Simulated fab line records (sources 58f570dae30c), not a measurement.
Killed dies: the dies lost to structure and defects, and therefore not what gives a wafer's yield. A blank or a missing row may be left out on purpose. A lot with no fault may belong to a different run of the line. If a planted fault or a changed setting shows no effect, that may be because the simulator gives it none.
A struck lot beside a sound one ; flow berkeley cmos170 ; 17 steps out of a route of 331
Sound: these wafers, L554.4, L554.5, L554.6. Struck: wafer L570.4. (L570.3, L570.5 of the same lot were not struck and are left out.) The cause comes at the end.
For every step that has rows: the tool of each side, followed by ch and its chambers, followed by its first start. Under that, the readings that differ: sound wafers ; struck wafers ; difference of the means ; sigmas: that difference in standard deviations of wafers without a fault.
alike: readings whose means differ by less than 2 such deviations, and words and numbers that are the same on both sides. not compared: withheld readings, readings that some wafer has no value for, bounds like >300 that may hide the same value, and numbers for which the record gives no deviation and whose values overlap.
The two part at a step that has a row with sigmas, a row that says differs or no value, or rows on one side only. Numbers that don't overlap but have no deviation are shown without sigmas and don't part them. Lack of a reading on every wafer of one side parts them only where that side has two or more wafers.

first, 1 step without rows for these wafers: UCB170_M3_SOFTBAKE_06 (time 60 s).
UCB170_M3_STRIP_07: strips in O2.
  sound on plasma asher-03 ch 0,1, day 7 21:37; struck on plasma asher-01 ch 1, day 11 08:29
  alike: drypump motor current A, oes product au, strip time to endpoint s
  not compared: rf hours counter h
then, 7 steps without rows for these wafers: UCB170_M3_STRIP_08 (strips KrF in DMSO, time 600 s); UCB170_M3_COAT_09; UCB170_M3_COAT_10 (resist thk 900 nm); UCB170_M3_SOFTBAKE_11 (time 57.7 s); UCB170_M3_EXPOSE_12 (exposes mask METAL3, target cd 700 nm); UCB170_M3_PEB_13; UCB170_M3_DEVELOP_14 (develop time 45 s).
UCB170_M3_CD_MEAS_15: target cd 700 nm.
  sound on cd sem-02, day 7 23:44; struck on cd sem-01, day 11 09:43
  alike: cd nm
UCB170_M3_OVL_MEAS_16:
  sound on overlay-02, day 7 23:49; struck on overlay-01, day 11 09:49
  alike: M3_OVL
UCB170_M3_ETCH_17: etches BARC in N2/H2.
  sound on rie diel-02 ch 0,3, day 7 23:49; struck on rie diel-02 ch 0, day 11 09:50
  alike: drypump motor current A, n2 flow sccm, oes product au, rf fwd power W, throttle valve pct
UCB170_M3_METAL_ETCH_18: etches Al in Cl2/BCl3, stops on SiO2, target depth 1170 nm, time 195 s.
  sound on rie metal-04 ch 0,1, day 7 23:56; struck on rie metal-01 ch 0, day 11 09:56
reading;sound;struck;difference;sigmas
oes product au (a.u.);0.825 0.818 0.833;0.776;-0.049;-3
rf fwd power W (W);599.5 600.7 598.3;360.6;-238.9;-99 or more
model.KrF_of_M3_COAT_10.thk nm (nm);178.7 190.5 184.7;468.5;+283.9;
model.M3.feature depth nm (nm);935.5 935.3 934.5;732.6;-202.5;
model.etch.depth nm (nm);876.5 876.7 875.9;732.6;-143.8;
  alike: drypump motor current A, mfc cl2 sccm, throttle valve pct
  not compared: rf hours counter h
UCB170_M3_STRIP_19: strips in O2.
  sound on plasma asher-02 ch 0,1, day 8 00:05; struck on plasma asher-01 ch 0, day 11 10:06
reading;sound;struck;difference;sigmas
oes product au (a.u.);0.509 0.522 0.522;0.719;+0.201;+9
  alike: drypump motor current A
  not compared: rf hours counter h
UCB170_M3_CD_MEAS_90: target cd 700 nm.
  sound on cd sem-01, day 8 00:13; struck on cd sem-01, day 11 10:13
reading;sound;struck;difference;sigmas
cd nm (nm);700 699 698;725;+26;+6
UCB170_M3_BOW_MEAS_20:
  sound on film metro-01, day 8 00:20; struck on film metro-02, day 11 10:20
  alike: M3_BOW
UCB170_M3_PROBE_99:
  sound on prober-01, day 8 00:32; struck on prober-02, day 11 10:34
reading;sound;struck;difference;sigmas
model.etest.antenna m2.short;0 0 0;1;+1;
model.etest.antenna m2.over limit;0 0 0;1;+1;
model.etest.antenna m3.over limit;0 0 0;1;+1;
model.etest.antenna m3.short;0 0 0;1;+1;

## WHERE THEY PART
First at UCB170_M3_METAL_ETCH_18; last, within this record, at UCB170_M3_CD_MEAS_90. Later steps at which nothing parts them and some readings are alike: UCB170_M3_BOW_MEAS_20.

WHY: what had been put in by the simulator
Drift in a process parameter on rie metal-01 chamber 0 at UCB170_M3_METAL_ETCH_18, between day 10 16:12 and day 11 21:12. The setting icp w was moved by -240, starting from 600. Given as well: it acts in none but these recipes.
